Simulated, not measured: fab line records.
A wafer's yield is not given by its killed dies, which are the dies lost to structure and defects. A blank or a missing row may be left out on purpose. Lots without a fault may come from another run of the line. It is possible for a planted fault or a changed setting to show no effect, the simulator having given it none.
Which tool did it? -- flow berkeley cmos170 -- Sampling: 13 lots, 39 wafers, 3 of 331 route steps

WHAT THE GAUGES READ, wafer by wafer
UCB170_M1_OVL_MEAS_10. Usual: M1_OVL -4 nm, standard deviation 4.3.
lot,measured,on,M1_OVL (nm),flag
L529,day 7 23:22,overlay-01,-2 -3 0,
L532,day 8 15:36,overlay-01,-6 6 -6,
L531,day 8 12:23,overlay-01,-1 -5 -8,
L533,day 8 13:52,overlay-01,-6 1 -1,
L535,day 9 04:48,overlay-02,-9 -8 -11,
L536,day 9 10:03,overlay-01,-8 -7 -2,
L537,day 9 10:53,overlay-01,-5 -6 -6,
L538,day 10 06:49,overlay-01,1 -4 -2,
L540,day 10 16:19,overlay-01,-4 2 -3,
L545,day 11 05:06,overlay-01,-10 -13 -13,
L548,day 11 21:59,overlay-02,2 4 -3,
L550,day 12 18:55,overlay-01,-11 -11 -9,
L552,day 12 16:21,overlay-01,2 -4 -2,

EACH LOT AND THE TOOL THAT RAN IT (in order: tool; ch and the chambers of the sampled wafers; start)
lot,UCB170_PWELL_ETCH_14,UCB170_ACTIVE_ETCH_15
L529,"rie diel-03 ch 0,2, day 3 06:19","rie diel-04 ch 1,2,3, day 4 12:47"
L532,"rie diel-01 ch 1,2,3, day 3 19:40","rie diel-03 ch 0,1, day 5 04:46"
L531,"rie diel-03 ch 0,1,2, day 4 00:08","rie diel-04 ch 0,1,2, day 5 05:14"
L533,"rie diel-04 ch 1,2,3, day 4 00:34","rie diel-02 ch 0,2,3, day 5 04:52"
L535,"rie diel-01 ch 0,1,2, day 4 07:50","rie diel-03 ch 2,3, day 5 21:39"
L536,"rie diel-04 ch 0,1,2, day 4 18:08","rie diel-04 ch 0,2,3, day 6 07:05"
L537,"rie diel-04 ch 0,2, day 5 02:21","rie diel-04 ch 0,2, day 6 14:28"
L538,"rie diel-01 ch 0,2, day 5 06:53","rie diel-03 ch 1,2,3, day 6 23:13"
L540,"rie diel-01 ch 1,2, day 5 14:25","rie diel-03 ch 0,3, day 7 04:46"
L545,"rie diel-03 ch 1,2,3, day 6 12:12","rie diel-03 ch 2,3, day 7 22:41"
L548,"rie diel-01 ch 0,1, day 7 13:48","rie diel-02 ch 1,3, day 8 23:11"
L550,"rie diel-01 ch 1,2,3, day 8 02:13","rie diel-02 ch 0,1,3, day 9 16:08"
L552,"rie diel-03 ch 1,2,3, day 8 02:29","rie diel-02 ch 0,1,3, day 9 16:57"
- UCB170_PWELL_ETCH_14: etches Si3N4 in CH3F/Ar/O2, stops on SiO2, target depth 242 nm, time 151 s.
- UCB170_ACTIVE_ETCH_15: etches Si3N4 in CH3F/Ar/O2, stops on SiO2, target depth 242 nm, time 151 s.

WHAT THE TOOLS THEMSELVES READ (means of the sampled wafers that have a number; where no wafer has one, the mark that the record gives instead)
UCB170_PWELL_ETCH_14. Usual: drypump motor current A 5.5 A, standard deviation 0.3; oes product au 0.935 a.u., standard deviation 0.018; throttle valve pct 8.11 %, standard deviation 0.084.
lot,tool,drypump motor current A (A),oes product au (a.u.),throttle valve pct (%),flag
L529,rie diel-03,5.6,0.926,8.07,
L532,rie diel-01,5.5,0.935,8.12,
L531,rie diel-03,5.8,0.931,8.13,
L533,rie diel-04,5.4,0.941,8.10,
L535,rie diel-01,5.6,0.933,8.04,
L536,rie diel-04,5.4,0.949,8.14,
L537,rie diel-04,5.3,0.956,8.09,
L538,rie diel-01,5.7,0.955,8.01,
L540,rie diel-01,5.4,0.916,8.06,
L545,rie diel-03,5.4,0.927,8.15,
L548,rie diel-01,5.4,0.939,8.05,
L550,rie diel-01,5.6,0.921,8.11,
L552,rie diel-03,5.4,0.922,8.14,

UCB170_ACTIVE_ETCH_15. Usual: drypump motor current A 5.45 A, standard deviation 0.26; oes product au 0.931 a.u., standard deviation 0.016; throttle valve pct 8.10 %, standard deviation 0.08.
lot,tool,drypump motor current A (A),oes product au (a.u.),throttle valve pct (%),flag
L529,rie diel-04,5.37,0.940,8.09,
L532,rie diel-03,5.87,0.934,8.21,
L531,rie diel-04,5.44,0.943,8.14,
L533,rie diel-02,5.46,0.914,8.05,
L535,rie diel-03,5.13,0.924,8.14,
L536,rie diel-04,5.33,0.939,8.10,
L537,rie diel-04,5.40,0.961,8.14,
L538,rie diel-03,5.37,0.927,8.14,
L540,rie diel-03,5.75,0.934,8.17,
L545,rie diel-03,5.24,0.918,8.08,
L548,rie diel-02,5.52,0.918,8.03,
L550,rie diel-02,5.56,0.930,8.02,
L552,rie diel-02,5.58,0.913,8.02,

THE ANSWER, worked out from the rows above alone
Rule: take the mean of a lot's wafers that have a number; if it is more than 3 standard deviations from the usual mean, the lot is off. Also off: a lot with no number at a reading for which 4 or more lots have one. Any other lot the step has rows for is counted as sound. The gauges are gone through in route order, then the tools' own readings, and for those a lot's mean is taken as printed above. At the first step where some lot is off, the reading lying furthest off is the one used; lots without a number count as furthest.
Across all readings shown, no lot is off: no conclusion can be drawn from this.

WHAT THE SIMULATOR HAD INSERTED
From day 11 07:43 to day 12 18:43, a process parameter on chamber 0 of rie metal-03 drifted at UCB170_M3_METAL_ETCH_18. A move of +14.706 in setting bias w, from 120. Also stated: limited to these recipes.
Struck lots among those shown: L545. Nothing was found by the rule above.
